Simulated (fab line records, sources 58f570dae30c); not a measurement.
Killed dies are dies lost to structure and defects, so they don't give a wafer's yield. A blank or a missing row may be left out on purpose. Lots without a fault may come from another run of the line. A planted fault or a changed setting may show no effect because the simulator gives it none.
fab line records | flow berkeley_cmos170
record lots=5 wafers=15 last_day=12
route steps=331 shown M2@280 V2@292 M3@309
lots that met no fault: from a run of the same line without faults
start_h: hours from the record's first day to the start of the lot's first wafer shown | wait_h: hours since the lot's step before | " the same as in the row above | L1.1+2: a row that stands for several wafers | - no value, or no start given | * or withheld: withheld | < > ~ a bound
route shown NAME@n: a module of which the file shows steps, and the number in the route of the first | usual: mean/standard deviation of fault-free wafers | same: alike in all rows | chamber/n: place in a boat | sites: the reading at each site | _std_site: their standard deviation | _edge_site: outer sites' mean less inner sites' | radius_mm: how far each site lies from the wafer's centre | mask NAME#n: copy n | behind: the tool/chamber that last shaped the wafer | hold: why the lot was held/for how many hours/how that ended | device: the transistor (n, p or np) that didn't switch | end of line: the same wafers' tests at the end of the route | a step without rows: its recipe alone | killed: dies lost to structure and defects at the first sort, not the wafer's yield | map: a wafer's dies, x killed, . not, _ none there
set.NAME: the setting as run; set.NAME@STEP: as run at that earlier step | model.NAME: the simulator's own value behind a step, which no gauge read
lots at some steps of the route; a table a step, a row a wafer
services: from which hour (start_h, from the record's first day; less than 0 if before it) a tool's chamber was out of use, for how many hours, and why
## steps
# step UCB170_M2_COAT_09
# recipe resist=BARC temp_c=withheld time_s=withheld spin_rpm=3000 resist_thk_nm=withheld
# columns lot.wafer tool chamber start_h wait_h
L079.3+4+5 litho_track-04 0 215.32 0.2
L083.1+2+3 litho_track-01 0 234.92 0.0
L085.1+3+6 litho_track-02 0 245.03 0.0
L092.1+5+6 litho_track-02 0 265.53 0.2
L094.1+2+4 litho_track-01 0 285.34 0.0
# step UCB170_M2_COAT_10
# recipe resist=KrF spin_rpm=1500 resist_thk_nm=900
# columns lot.wafer tool chamber start_h wait_h
L079.3+4+5 litho_track-04 0 - -
L083.1+2+3 litho_track-01 0 - -
L085.1+3+6 litho_track-02 0 - -
L092.1+5+6 litho_track-02 0 - -
L094.1+2+4 litho_track-01 0 - -
# step UCB170_M2_SOFTBAKE_11
# recipe resist=KrF temp_c=130 time_s=60
# columns lot.wafer tool chamber start_h wait_h
L079.3+4+5 litho_track-04 0 - -
L083.1+2+3 litho_track-01 0 - -
L085.1+3+6 litho_track-02 0 - -
L092.1+5+6 litho_track-02 0 - -
L094.1+2+4 litho_track-01 0 - -
# step UCB170_M2_EXPOSE_12
# recipe mask_id=METAL2 target_cd_nm=700 na=0.5 sigma_outer=0.6 source_shape=conventional dose_mj=26
# same sigma_outer=0.6
# columns lot.wafer tool chamber start_h wait_h mask
L079.3+4+5 krf_scanner-01 0 215.88 - METAL2#0
L083.1+2+3 krf_scanner-01 0 235.37 - METAL2#0
L085.1+3+6 krf_scanner-01 0 245.60 - METAL2#0
L092.1+5+6 krf_scanner-02 0 265.98 - METAL2#0
L094.1+2+4 krf_scanner-01 0 285.91 - METAL2#0
# step UCB170_M2_PEB_13
# recipe peb_temp_c=130 peb_time_s=withheld resist=KrF
# columns lot.wafer tool chamber start_h wait_h
L079.3+4+5 litho_track-01 0 216.01 0.1
L083.1+2+3 litho_track-02 0 235.49 0.1
L085.1+3+6 litho_track-04 0 245.72 0.1
L092.1+5+6 litho_track-04 0 266.39 0.4
L094.1+2+4 litho_track-04 0 286.13 0.2
# step UCB170_M2_DEVELOP_14
# recipe developer=TMAH develop_time_s=45 resist=KrF dev_temp_c=21
# columns lot.wafer tool chamber start_h wait_h
L079.3+4+5 litho_track-01 0 - -
L083.1+2+3 litho_track-02 0 - -
L085.1+3+6 litho_track-04 0 - -
L092.1+5+6 litho_track-04 0 - -
L094.1+2+4 litho_track-04 0 - -
# step UCB170_M2_CD_MEAS_15
# recipe target_cd_nm=700
# usual cd_nm=700.1/1.4
# columns lot.wafer tool chamber start_h wait_h cd_nm
L079.3 cd_sem-01 - 216.28 - 701.1
L079.4 " - " " 701.4
L079.5 " - " " 700.8
L083.1 cd_sem-01 - 235.76 - 702.2
L083.2 " - " " 702.9
L083.3 " - " " 701.3
L085.1 cd_sem-02 - 246.00 - 700.9
L085.3 " - " " 701.4
L085.6 " - " " 702.4
L092.1 cd_sem-02 - 266.71 - 698.4
L092.5 " - " " 700.2
L092.6 " - " " 699.5
L094.1 cd_sem-02 - 286.40 - 698.8
L094.2 " - " " 698.6
L094.4 " - " " 698.4
# step UCB170_M2_OVL_MEAS_16
# usual M2_OVL=-1/5.3
# columns lot.wafer tool chamber start_h wait_h M2_OVL[nm]
L079.3 overlay-02 - 216.37 0.1 3
L079.4 " - " " 5
L079.5 " - " " 0
L083.1 overlay-01 - 235.88 0.1 -3
L083.2 " - " " 3
L083.3 " - " " 6
L085.1 overlay-01 - 246.12 0.1 -6
L085.3 " - " " -6
L085.6 " - " " 0
L092.1 overlay-01 - 266.83 0.1 -1
L092.5 " - " " -3
L092.6 " - " " -7
L094.1 overlay-01 - 286.52 0.1 5
L094.2 " - " " -2
L094.4 " - " " -1
# step UCB170_M2_ETCH_17
# recipe chemistry=N2/H2 target_depth_a=withheld overetch_a=withheld target=BARC time_s=withheld source_w=500 bias_w=100 pressure_mtorr=30 n2_flow_sccm=100 h2_flow_sccm=200
# usual drypump_motor_current_A=5.5/0.4 oes_product_au=0.987/0.028 throttle_valve_pct=13.40/0.19
# columns lot.wafer tool chamber start_h wait_h drypump_motor_current_A oes_product_au throttle_valve_pct
L079.3 rie_diel-03 0 216.39 0.0 5.8 0.983 13.55
L079.4 " 1 " " 6.0 0.986 13.62
L079.5 " 0 " " 5.8 0.973 13.56
L083.1 rie_diel-01 3 235.92 0.0 5.1 1.022 13.17
L083.2 " 2 " " 5.0 0.981 13.43
L083.3 " 0 " " 5.2 0.940 13.10
L085.1 rie_diel-03 3 246.15 0.0 5.9 1.017 13.27
L085.3 " 0 " " 5.8 0.985 13.55
L085.6 " 3 " " 5.9 1.017 13.27
L092.1 rie_diel-03 0 266.87 0.0 5.8 0.986 13.56
L092.5 " 0 " " 5.8 0.973 13.55
L092.6 " 1 " " 6.1 1.003 13.60
L094.1 rie_diel-01 3 286.56 0.0 5.0 1.039 13.17
L094.2 " 0 " " 5.2 0.924 13.11
L094.4 " 2 " " 5.0 0.982 13.40
# step UCB170_M2_METAL_ETCH_18
# recipe chemistry=Cl2/BCl3 target=Al stop_on=SiO2 pressure_mtorr=12 target_depth_a=11700 over_etch_frac=0.3 time_s=195 icp_w=600 bias_w=120 Cl2_flow_sccm=90 bcl3_flow_sccm=45
# usual drypump_motor_current_A=5.9/0.45 oes_product_au=0.866/0.014 throttle_valve_pct=24.40/0.3
# columns lot.wafer tool chamber start_h wait_h drypump_motor_current_A oes_product_au rf_hours_counter_h throttle_valve_pct
L079.3 rie_metal-04 0 216.50 - 5.5 0.876 - 24.33
L079.4 " 1 " " 5.9 0.856 - 24.42
L079.5 " 0 " " 5.5 0.869 - 24.34
L083.1 rie_metal-04 0 235.96 - 5.5 0.891 4 24.34
L083.2 " 1 " " 5.9 0.845 11 24.42
L083.3 " 1 " " 5.9 0.842 - 24.43
L085.1 rie_metal-04 1 246.19 - 5.9 0.844 12 24.42
L085.3 " 1 " " 5.9 0.844 - 24.41
L085.6 " 1 " " 5.9 0.841 - 24.43
L092.1 rie_metal-04 1 266.93 - 5.9 0.891 0 24.65
L092.5 " 1 " " 5.9 0.901 - 24.61
L092.6 " 0 " " 5.5 0.894 - 24.34
L094.1 rie_metal-01 0 286.60 - 6.1 0.862 12 24.35
L094.2 " 1 " " 6.8 0.867 7 24.88
L094.4 " 0 " " 6.1 0.847 - 24.35
# step UCB170_M2_STRIP_19
# recipe chemistry=O2 power_w=400 pressure_mtorr=3500 platen_temp_c=withheld o2_flow_sccm=400 overash_fraction=0.5
# usual drypump_motor_current_A=6.06/0.28 oes_product_au=0.541/0.023
# columns lot.wafer tool chamber start_h wait_h drypump_motor_current_A oes_product_au rf_hours_counter_h
L079.3 plasma_asher-04 1 216.65 0.1 5.99 0.537 -
L079.4 " 0 " " 5.70 0.510 -
L079.5 " 1 " " 6.01 0.552 -
L083.1 plasma_asher-03 1 236.15 0.1 5.74 0.564 12
L083.2 " 0 " " 6.43 0.519 12
L083.3 " 0 " " 6.44 0.509 -
L085.1 plasma_asher-03 0 246.38 0.1 6.44 0.515 13
L085.3 " 1 " " 5.77 0.522 -
L085.6 " 1 " " 5.74 0.512 -
L092.1 plasma_asher-01 1 267.12 0.1 6.39 0.555 51
L092.5 " 1 " " 6.39 0.554 -
L092.6 " 0 " " 6.20 0.545 -
L094.1 plasma_asher-04 0 286.79 0.1 5.73 0.569 56
L094.2 " 1 " " 5.99 0.510 56
L094.4 " 1 " " 6.02 0.564 -
# step UCB170_M2_CD_MEAS_90
# recipe target_cd_nm=700
# usual cd_nm=701/4.1
# columns lot.wafer tool chamber start_h wait_h cd_nm
L079.3 cd_sem-02 - 216.76 0.1 710
L079.4 " - " " 699
L079.5 " - " " 709
L083.1 cd_sem-01 - 236.25 0.1 706
L083.2 " - " " 695
L083.3 " - " " 693
L085.1 cd_sem-02 - 246.48 0.1 696
L085.3 " - " " 699
L085.6 " - " " 698
L092.1 cd_sem-02 - 267.22 0.1 699
L092.5 " - " " 701
L092.6 " - " " 706
L094.1 cd_sem-01 - 286.89 0.1 695
L094.2 " - " " 697
L094.4 " - " " 697
# step UCB170_V2_CVD_00
# recipe material=SiO2 target_thk_nm=2000 temp_c=390 precursor=TEOS/O2 time_s=250 rf_w=550 pressure_mtorr=9000
# usual heater_power_w=260/61
# columns lot.wafer tool chamber start_h wait_h heater_power_w since_wet_clean_h
L079.3 pecvd-04 0 216.84 0.1 246 402
L079.4 " 2 " " 270 -
L079.5 " 1 " " 284 -
L083.1 pecvd-03 1 236.37 0.1 217 208
L083.2 " 2 " " 200 208
L083.3 " 0 " " 289 208
L085.1 pecvd-03 2 246.60 0.1 250 218
L085.3 " 0 " " 376 218
L085.6 " 2 " " 167 -
L092.1 pecvd-03 1 267.34 0.1 179 239
L092.5 " 1 " " 235 -
L092.6 " 0 " " 264 -
L094.1 pecvd-04 2 287.01 0.1 328 31
L094.2 " 0 " " 240 31
L094.4 " 1 " " 198 -
# step UCB170_V2_THK_MEAS_01
# recipe reads=SiO2_of_V2_CVD_00
# usual V2_TEOS_THK=1988/32
# columns lot.wafer tool chamber start_h wait_h V2_TEOS_THK[nm]
L079.3 film_metro-03 - 217.02 0.1 2043
L079.4 " - " " 2004
L079.5 " - " " 2041
L083.1 film_metro-01 - 236.52 0.1 1961
L083.2 " - " " 1932
L083.3 " - " " 1910
L085.1 film_metro-01 - 246.76 0.1 1947
L085.3 " - " " 1921
L085.6 " - " " 1960
L092.1 film_metro-01 - 267.49 0.1 1963
L092.5 " - " " 2008
L092.6 " - " " 1970
L094.1 film_metro-02 - 287.16 0.1 1979
L094.2 " - " " 1987
L094.4 " - " " 2021
# step UCB170_V2_CMP_02
# recipe material=SiO2 down_force_psi=6 platen_rpm=60 pad_velocity_m_s=0.75398
# usual edge_zone_pressure_frac=1.000/0.0051 motor_current_A=15.4/1.5
# columns lot.wafer tool chamber start_h wait_h edge_zone_pressure_frac motor_current_A
L079.4 cmp-01 3 217.06 0.0 0.996 15.1
L079.3 " 1 " " 0.998 15.4
L079.5 " 3 " " 0.996 15.6
L083.2 cmp-01 1 236.58 0.0 0.998 15.8
L083.1 " 2 " " 0.996 15.8
L083.3 " 3 " " 1.001 15.0
L085.3 cmp-02 1 246.87 0.1 1.000 16.8
L085.1 " 2 " " 0.998 15.9
L085.6 " 0 " " 0.995 12.9
L092.1 cmp-02 3 267.70 0.2 1.001 13.3
L092.6 " 0 " " 1.000 13.7
L092.5 " 1 " " 1.001 16.3
L094.2 cmp-02 0 287.22 0.0 1.006 13.5
L094.1 " 1 " " 0.995 16.4
L094.4 " 3 " " 0.995 13.2
# step UCB170_V2_BOW_MEAS_03
# recipe mode=bow
# usual V2_BOW=36/6.9
# columns lot.wafer tool chamber start_h wait_h V2_BOW[um]
L079.3 film_metro-02 - 217.40 0.2 33
L079.4 " - " " 39
L079.5 " - " " 31
L083.1 film_metro-01 - 236.88 0.2 39
L083.2 " - " " 45
L083.3 " - " " 18
L085.1 film_metro-03 - 247.12 0.1 37
L085.3 " - " " 34
L085.6 " - " " 40
L092.1 film_metro-03 - 267.85 0.1 27
L092.5 " - " " 27
L092.6 " - " " 34
L094.1 film_metro-01 - 287.52 0.2 25
L094.2 " - " " 34
L094.4 " - " " 46
# step UCB170_V2_THK_MEAS_04
# recipe reads=SiO2_of_V2_CVD_00
# usual V2_POLISHED_THK=999.7/1.4
# columns lot.wafer tool chamber start_h wait_h V2_POLISHED_THK[nm]
L079.3 film_metro-02 - 217.50 0.1 998.6
L079.4 " - " " 999.9
L079.5 " - " " 1000.9
L083.1 film_metro-01 - 237.00 0.1 999.7
L083.2 " - " " 996.3
L083.3 " - " " 997.4
L085.1 film_metro-03 - 247.24 0.1 999.4
L085.3 " - " " 999.8
L085.6 " - " " 1000.3
L092.1 film_metro-03 - 267.97 0.1 1001.2
L092.5 " - " " 1000.3
L092.6 " - " " 1001.7
L094.1 film_metro-01 - 287.64 0.1 998.5
L094.2 " - " " 1000.4
L094.4 " - " " 999.0
# step UCB170_V2_CLEAN_05
# recipe chemistry=DIW
# columns lot.wafer tool chamber start_h wait_h
L079.3+4+5 wet_bench-03 0 217.54 0.0
L083.1+2+3 wet_bench-04 2 237.06 0.1
L085.1+3+6 wet_bench-03 2 247.30 0.1
L092.1+5+6 wet_bench-03 0 268.04 0.1
L094.1+2+4 wet_bench-02 0 287.70 0.1
# step UCB170_V2_HMDS_06
# recipe prime_time_s=60 prime_temp_c=100
# columns lot.wafer tool chamber start_h wait_h
L079.3+4+5 litho_track-02 0 217.77 0.1
L083.1+2+3 litho_track-04 0 237.48 0.2
L085.1+3+6 litho_track-03 0 247.65 0.2
L092.1+5+6 litho_track-04 0 268.32 0.1
L094.1+2+4 litho_track-03 0 287.91 0.0
# step UCB170_V2_COAT_07
# recipe resist=KrF spin_rpm=1500 resist_thk_nm=900
# columns lot.wafer tool chamber start_h wait_h
L079.3+4+5 litho_track-02 0 217.92 0.1
L083.1+2+3 litho_track-04 0 237.63 0.1
L085.1+3+6 litho_track-03 0 247.80 0.1
L092.1+5+6 litho_track-04 0 268.47 0.1
L094.1+2+4 litho_track-03 0 288.06 0.1
# step UCB170_V2_SOFTBAKE_08
# recipe resist=KrF temp_c=130 time_s=60
# columns lot.wafer tool chamber start_h wait_h
L079.3+4+5 litho_track-02 0 218.07 0.1
L083.1+2+3 litho_track-04 0 237.78 0.1
L085.1+3+6 litho_track-03 0 247.95 0.1
L092.1+5+6 litho_track-04 0 268.62 0.1
L094.1+2+4 litho_track-03 0 288.21 0.1
# step UCB170_V2_EXPOSE_09
# recipe mask_id=VIA2 target_cd_nm=700 na=0.5 sigma_outer=0.6 source_shape=conventional dose_mj=37
# same sigma_outer=0.6
# columns lot.wafer tool chamber start_h wait_h mask
L079.3+4+5 krf_scanner-01 0 218.20 0.1 VIA2#0
L083.1+2+3 krf_scanner-02 0 238.06 0.2 VIA2#0
L085.1+3+6 krf_scanner-01 0 248.22 0.2 VIA2#0
L092.1+5+6 krf_scanner-02 0 268.86 0.2 VIA2#0
L094.1+2+4 krf_scanner-01 0 288.49 0.2 VIA2#0
# step UCB170_V2_PEB_10
# recipe peb_temp_c=130 peb_time_s=withheld resist=KrF
# columns lot.wafer tool chamber start_h wait_h
L079.3+4+5 litho_track-04 0 218.33 0.1
L083.1+2+3 litho_track-04 0 238.18 0.1
L085.1+3+6 litho_track-04 0 248.40 0.2
L092.1+5+6 litho_track-02 0 269.10 0.2
L094.1+2+4 litho_track-03 0 288.60 0.1
# step UCB170_V2_DEVELOP_11
# recipe developer=TMAH develop_time_s=45 resist=KrF dev_temp_c=21
# columns lot.wafer tool chamber start_h wait_h
L079.3+4+5 litho_track-04 0 - -
L083.1+2+3 litho_track-04 0 - -
L085.1+3+6 litho_track-04 0 - -
L092.1+5+6 litho_track-02 0 - -
L094.1+2+4 litho_track-03 0 - -
# step UCB170_V2_CD_MEAS_12
# recipe target_cd_nm=700
# usual cd_nm=700.5/1.2
# columns lot.wafer tool chamber start_h wait_h cd_nm
L079.3 cd_sem-02 - 218.60 - 700.6
L079.4 " - " " 701.4
L079.5 " - " " 701.5
L083.1 cd_sem-02 - 238.45 - 700.9
L083.2 " - " " 701.2
L083.3 " - " " 701.8
L085.1 cd_sem-02 - 248.68 - 699.9
L085.3 " - " " 700.6
L085.6 " - " " 700.0
L092.1 cd_sem-01 - 269.37 - 700.9
L092.5 " - " " 701.0
L092.6 " - " " 701.5
L094.1 cd_sem-02 - 288.88 - 699.6
L094.2 " - " " 700.2
L094.4 " - " " 699.7
# step UCB170_V2_OVL_MEAS_13
# usual V2_OVL=2/5.9
# columns lot.wafer tool chamber start_h wait_h V2_OVL[nm]
L079.3 overlay-02 - 218.69 0.1 2
L079.4 " - " " 12
L079.5 " - " " 11
L083.1 overlay-01 - 238.57 0.1 -7
L083.2 " - " " 0
L083.3 " - " " 0
L085.1 overlay-02 - 248.80 0.1 -8
L085.3 " - " " -7
L085.6 " - " " 1
L092.1 overlay-02 - 269.49 0.1 1
L092.5 " - " " 5
L092.6 " - " " 15
L094.1 overlay-01 - 289.00 0.1 11
L094.2 " - " " -3
L094.4 " - " " 8
# step UCB170_V2_ETCH_14
# recipe chemistry=CHF3/CF4/Ar target=SiO2 stop_on=Al CHF3_flow_sccm=45 cf4_flow_sccm=15 Ar_flow_sccm=150 pressure_mtorr=200 rf_w=700 target_depth_a=12500 over_etch_frac=0.25 time_s=291
# usual drypump_motor_current_A=5.7/0.42 oes_product_au=0.872/0.014 throttle_valve_pct=6.99/0.078
# columns lot.wafer tool chamber start_h wait_h drypump_motor_current_A oes_product_au rf_hours_counter_h throttle_valve_pct
L079.3 rie_diel-02 1 218.71 0.0 5.3 0.862 12 6.99
L079.4 " 0 " " 6.4 0.894 - 6.92
L079.5 " 1 " " 5.2 0.873 - 7.00
L083.1 rie_diel-02 3 238.61 0.0 5.6 0.873 10 7.01
L083.2 " 2 " " 5.3 0.870 3 7.09
L083.3 " 1 " " 5.3 0.862 14 6.99
L085.1 rie_diel-04 3 248.84 0.0 5.3 0.856 116 6.85
L085.3 " 1 " " 6.4 0.848 121 6.95
L085.6 " 3 " " 5.3 0.853 - 6.84
L092.1 rie_diel-02 3 269.53 0.0 5.6 0.876 12 7.03
L092.5 " 1 " " 5.3 0.868 - 6.99
L092.6 " 0 " " 6.4 0.894 - 6.91
L094.1 rie_diel-02 2 289.04 0.0 5.4 0.875 6 7.09
L094.2 " 0 " " 6.4 0.890 57 6.91
L094.4 " 3 " " 5.6 0.875 12 7.02
# step UCB170_V2_STRIP_15
# recipe chemistry=O2 power_w=400 pressure_mtorr=3500 platen_temp_c=withheld o2_flow_sccm=400 overash_fraction=0.5
# usual drypump_motor_current_A=6.30/0.25 oes_product_au=0.722/0.0046 strip_time_to_endpoint_s=15.37/0.13
# columns lot.wafer tool chamber start_h wait_h drypump_motor_current_A oes_product_au rf_hours_counter_h strip_time_to_endpoint_s
L079.3 plasma_asher-02 0 218.93 0.1 6.37 0.722 - 15.30
L079.4 " 1 " " 6.57 0.720 - 15.21
L079.5 " 1 " " 6.55 0.722 - 15.31
L083.1 plasma_asher-03 1 238.79 0.1 5.74 0.721 13 15.40
L083.2 " 0 " " 6.45 0.718 13 15.32
L083.3 " 0 " " 6.41 0.718 - 15.27
L085.1 plasma_asher-01 1 249.01 0.1 6.30 0.720 49 15.33
L085.3 " 1 " " 6.34 0.718 - 15.40
L085.6 " 0 " " 6.21 0.722 - 15.48
L092.1 plasma_asher-01 0 269.71 0.1 6.20 0.729 52 15.35
L092.5 " 1 " " 6.37 0.726 - 15.46
L092.6 " 0 " " 6.24 0.725 - 15.21
L094.1 plasma_asher-01 1 289.21 0.1 6.34 0.718 54 15.39
L094.2 " 0 " " 6.20 0.721 54 15.16
L094.4 " 0 " " 6.22 0.716 - 15.40
# step UCB170_V2_CD_MEAS_90
# recipe target_cd_nm=700
# usual cd_nm=700.3/1.4
# columns lot.wafer tool chamber start_h wait_h cd_nm
L079.3 cd_sem-02 - 219.03 0.1 699.9
L079.4 " - " " 702.3
L079.5 " - " " 701.1
L083.1 cd_sem-02 - 238.89 0.1 700.1
L083.2 " - " " 699.3
L083.3 " - " " 700.8
L085.1 cd_sem-01 - 249.11 0.1 701.1
L085.3 " - " " 700.6
L085.6 " - " " 700.8
L092.1 cd_sem-01 - 269.81 0.1 700.0
L092.5 " - " " 700.7
L092.6 " - " " 701.5
L094.1 cd_sem-02 - 289.31 0.1 698.9
L094.2 " - " " 700.7
L094.4 " - " " 699.4
# step UCB170_M3_PRE_CLEAN_00
# recipe gas=Ar preclean_etch_time_s=60
# columns lot.wafer tool chamber start_h wait_h
L079.3+4+5 pvd_sputter-03 - 219.11 0.1
L083.1+2+3 pvd_sputter-04 - 239.01 0.1
L085.1+3+6 pvd_sputter-04 - 249.23 0.1
L092.1+5+6 pvd_sputter-04 - 269.93 0.1
L094.1+2+4 pvd_sputter-04 - 289.43 0.1
# step UCB170_M3_SPUTTER_01
# recipe material=Al target_thk_nm=900 time_s=120 power_w=6000 chamber_pressure_pa=0.5
# usual throttle_valve_pct=30.1/1.1
# columns lot.wafer tool chamber start_h wait_h throttle_valve_pct
L079.3 pvd_sputter-03 - 219.18 0.0 29.9
L079.4 " - " " 29.5
L079.5 " - " " 29.0
L083.1 pvd_sputter-04 - 239.07 0.0 28.0
L083.2 " - " " 31.2
L083.3 " - " " 29.5
L085.1 pvd_sputter-04 - 249.30 0.0 31.5
L085.3 " - " " 27.8
L085.6 " - " " 29.9
L092.1 pvd_sputter-04 - 269.99 0.0 28.0
L092.5 " - " " 31.5
L092.6 " - " " 29.6
L094.1 pvd_sputter-04 - 289.50 0.0 31.3
L094.2 " - " " 27.7
L094.4 " - " " 31.6
# step UCB170_M3_RS_MEAS_02
# recipe thk_meas_gauge=four-point-probe reads=Al_of_M3_SPUTTER_01
# usual M3_AL_RS=0.0322/0.0004
# columns lot.wafer tool chamber start_h wait_h M3_AL_RS[ohm/sq]
L079.3 film_metro-02 - 219.30 0.1 0.0318
L079.4 " - " " 0.0317
L079.5 " - " " 0.0321
L083.1 film_metro-03 - 239.16 0.0 0.0321
L083.2 " - " " 0.0318
L083.3 " - " " 0.0321
L085.1 film_metro-03 - 249.38 0.0 0.0318
L085.3 " - " " 0.0320
L085.6 " - " " 0.0320
L092.1 film_metro-02 - 270.08 0.0 0.0328
L092.5 " - " " 0.0322
L092.6 " - " " 0.0329
L094.1 film_metro-03 - 289.58 0.0 0.0319
L094.2 " - " " 0.0322
L094.4 " - " " 0.0315
# step UCB170_M3_THK_MEAS_03
# recipe thk_meas_gauge=xrf reads=Al_of_M3_SPUTTER_01
# usual M3_AL_THK=874/12
# columns lot.wafer tool chamber start_h wait_h M3_AL_THK[nm]
L079.3 film_metro-02 - 219.40 0.1 877
L079.4 " - " " 878
L079.5 " - " " 870
L083.1 film_metro-03 - 239.28 0.1 872
L083.2 " - " " 881
L083.3 " - " " 871
L085.1 film_metro-03 - 249.50 0.1 887
L085.3 " - " " 882
L085.6 " - " " 881
L092.1 film_metro-02 - 270.20 0.1 850
L092.5 " - " " 867
L092.6 " - " " 846
L094.1 film_metro-03 - 289.70 0.1 882
L094.2 " - " " 874
L094.4 " - " " 889
# step UCB170_M3_HMDS_04
# recipe prime_time_s=60 prime_temp_c=100
# columns lot.wafer tool chamber start_h wait_h
L079.3+4+5 litho_track-02 0 219.57 0.2
L083.1+2+3 litho_track-02 0 239.51 0.2
L085.1+3+6 litho_track-02 0 249.56 0.1
L092.1+5+6 litho_track-01 0 270.26 0.1
L094.1+2+4 litho_track-02 0 289.76 0.1
# step UCB170_M3_COAT_05
# recipe resist=KrF spin_rpm=1500 resist_thk_nm=900
# columns lot.wafer tool chamber start_h wait_h
L079.3+4+5 litho_track-02 0 219.72 0.1
L083.1+2+3 litho_track-02 0 239.66 0.1
L085.1+3+6 litho_track-02 0 249.71 0.1
L092.1+5+6 litho_track-01 0 270.41 0.1
L094.1+2+4 litho_track-02 0 289.91 0.1
# step UCB170_M3_SOFTBAKE_06
# recipe resist=KrF temp_c=130 time_s=60
# columns lot.wafer tool chamber start_h wait_h
L079.3+4+5 litho_track-02 0 219.87 0.1
L083.1+2+3 litho_track-02 0 239.81 0.1
L085.1+3+6 litho_track-02 0 249.86 0.1
L092.1+5+6 litho_track-01 0 270.56 0.1
L094.1+2+4 litho_track-02 0 290.06 0.1
# step UCB170_M3_STRIP_07
# recipe chemistry=O2 power_w=400 pressure_mtorr=3500 platen_temp_c=withheld o2_flow_sccm=400 overash_fraction=0.5
# usual drypump_motor_current_A=6.16/0.28 oes_product_au=0.734/0.0045 strip_time_to_endpoint_s=21.95/0.058
# columns lot.wafer tool chamber start_h wait_h drypump_motor_current_A oes_product_au rf_hours_counter_h strip_time_to_endpoint_s
L079.3 plasma_asher-02 0 220.00 0.1 6.38 0.732 - 22.00
L079.4 " 1 " " 6.56 0.735 - 21.91
L079.5 " 0 " " 6.38 0.736 - 21.93
L083.1 plasma_asher-01 1 239.96 0.1 6.33 0.740 48 22.03
L083.2 " 0 " " 6.25 0.742 48 21.97
L083.3 " 0 " " 6.26 0.740 - 22.03
L085.1 plasma_asher-02 0 250.01 0.1 6.37 0.725 50 21.89
L085.3 " 1 " " 6.54 0.729 - 21.84
L085.6 " 1 " " 6.55 0.729 - 21.83
L092.1 plasma_asher-01 1 270.71 0.1 6.41 0.738 52 22.04
L092.5 " 1 " " 6.31 0.727 - 21.97
L092.6 " 0 " " 6.23 0.735 - 21.96
L094.1 plasma_asher-02 0 290.21 0.1 6.36 0.731 54 21.96
L094.2 " 1 " " 6.54 0.730 54 21.97
L094.4 " 1 " " 6.56 0.732 - 21.90
# step UCB170_M3_STRIP_08
# recipe chemistry=DMSO temp_c=80 time_s=600 material=KrF
# usual temp_c=79.98/0.12
# columns lot.wafer tool chamber start_h wait_h temp_c
L079.3 wet_bench-02 2 220.07 0.0 79.96
L079.4 " 2 " " 80.11
L079.5 " 2 " " 80.10
L083.1 wet_bench-03 0 240.06 0.1 79.87
L083.2 " 0 " " 80.01
L083.3 " 0 " " 79.93
L085.1 wet_bench-01 3 250.11 0.1 80.09
L085.3 " 3 " " 80.11
L085.6 " 3 " " 80.06
L092.1 wet_bench-02 2 270.81 0.1 80.09
L092.5 " 2 " " 79.97
L092.6 " 2 " " 79.95
L094.1 wet_bench-02 0 290.31 0.1 79.98
L094.2 " 0 " " 80.00
L094.4 " 0 " " 80.04
# step UCB170_M3_COAT_09
# recipe resist=BARC temp_c=withheld time_s=withheld spin_rpm=3000 resist_thk_nm=withheld
# columns lot.wafer tool chamber start_h wait_h
L079.3+4+5 litho_track-03 0 220.29 0.1
L083.1+2+3 litho_track-02 0 240.25 0.0
L085.1+3+6 litho_track-03 0 250.29 0.0
L092.1+5+6 litho_track-02 0 271.00 0.0
L094.1+2+4 litho_track-01 0 290.52 0.0
# step UCB170_M3_COAT_10
# recipe resist=KrF spin_rpm=1500 resist_thk_nm=900
# columns lot.wafer tool chamber start_h wait_h
L079.3+4+5 litho_track-03 0 - -
L083.1+2+3 litho_track-02 0 - -
L085.1+3+6 litho_track-03 0 - -
L092.1+5+6 litho_track-02 0 - -
L094.1+2+4 litho_track-01 0 - -
# step UCB170_M3_SOFTBAKE_11
# recipe resist=KrF temp_c=130 time_s=60
# columns lot.wafer tool chamber start_h wait_h
L079.3+4+5 litho_track-03 0 - -
L083.1+2+3 litho_track-02 0 - -
L085.1+3+6 litho_track-03 0 - -
L092.1+5+6 litho_track-02 0 - -
L094.1+2+4 litho_track-01 0 - -
# step UCB170_M3_EXPOSE_12
# recipe mask_id=METAL3 target_cd_nm=700 na=0.5 sigma_outer=0.6 source_shape=conventional dose_mj=26
# same sigma_outer=0.6
# columns lot.wafer tool chamber start_h wait_h mask
L079.3+4+5 krf_scanner-01 0 220.73 - METAL3#0
L083.1+2+3 krf_scanner-01 0 240.82 - METAL3#0
L085.1+3+6 krf_scanner-02 0 250.86 - METAL3#0
L092.1+5+6 krf_scanner-02 0 271.45 - METAL3#0
L094.1+2+4 krf_scanner-02 0 290.97 - METAL3#0
# step UCB170_M3_PEB_13
# recipe peb_temp_c=130 peb_time_s=withheld resist=KrF
# columns lot.wafer tool chamber start_h wait_h
L079.3+4+5 litho_track-01 0 220.86 0.1
L083.1+2+3 litho_track-02 0 241.15 0.3
L085.1+3+6 litho_track-02 0 250.98 0.1
L092.1+5+6 litho_track-02 0 271.56 0.1
L094.1+2+4 litho_track-01 0 291.09 0.1
# step UCB170_M3_DEVELOP_14
# recipe developer=TMAH develop_time_s=45 resist=KrF dev_temp_c=21
# columns lot.wafer tool chamber start_h wait_h
L079.3+4+5 litho_track-01 0 - -
L083.1+2+3 litho_track-02 0 - -
L085.1+3+6 litho_track-02 0 - -
L092.1+5+6 litho_track-02 0 - -
L094.1+2+4 litho_track-01 0 - -
## services
# columns tool chamber start_h hours kind
krf_scanner-02 - 191.50 1.3 repair
rie_metal-04 - 196.39 15.6 pm
krf_scanner-01 - 196.63 0.8 pm
krf_scanner-02 - 197.38 1.3 pm
pecvd-04 - 197.65 0.6 repair
pvd_sputter-04 - 202.80 1.4 repair
krf_scanner-01 - 205.12 1.3 pm
rie_diel-03 1 209.53 4.7 repair
krf_scanner-02 - 211.72 0.8 pm
plasma_asher-01 - 211.73 2.3 repair
rie_diel-03 2 214.75 8.6 repair
krf_scanner-02 - 216.63 1.0 pm
rie_diel-02 2 218.20 8.0 repair
krf_scanner-02 - 218.26 6.2 repair
krf_scanner-01 - 231.62 0.2 repair
cmp-01 - 232.00 4.0 pm
pecvd-04 - 238.70 0.5 repair
pvd_sputter-03 - 242.50 2.7 repair
pecvd-04 - 242.50 14.0 pm
cmp-01 - 251.11 3.3 repair
rie_diel-03 2 252.07 32.7 repair
krf_scanner-01 - 256.83 3.6 pm
rie_diel-03 3 263.28 13.4 repair
krf_scanner-01 - 265.44 4.4 pm
## key
fault none
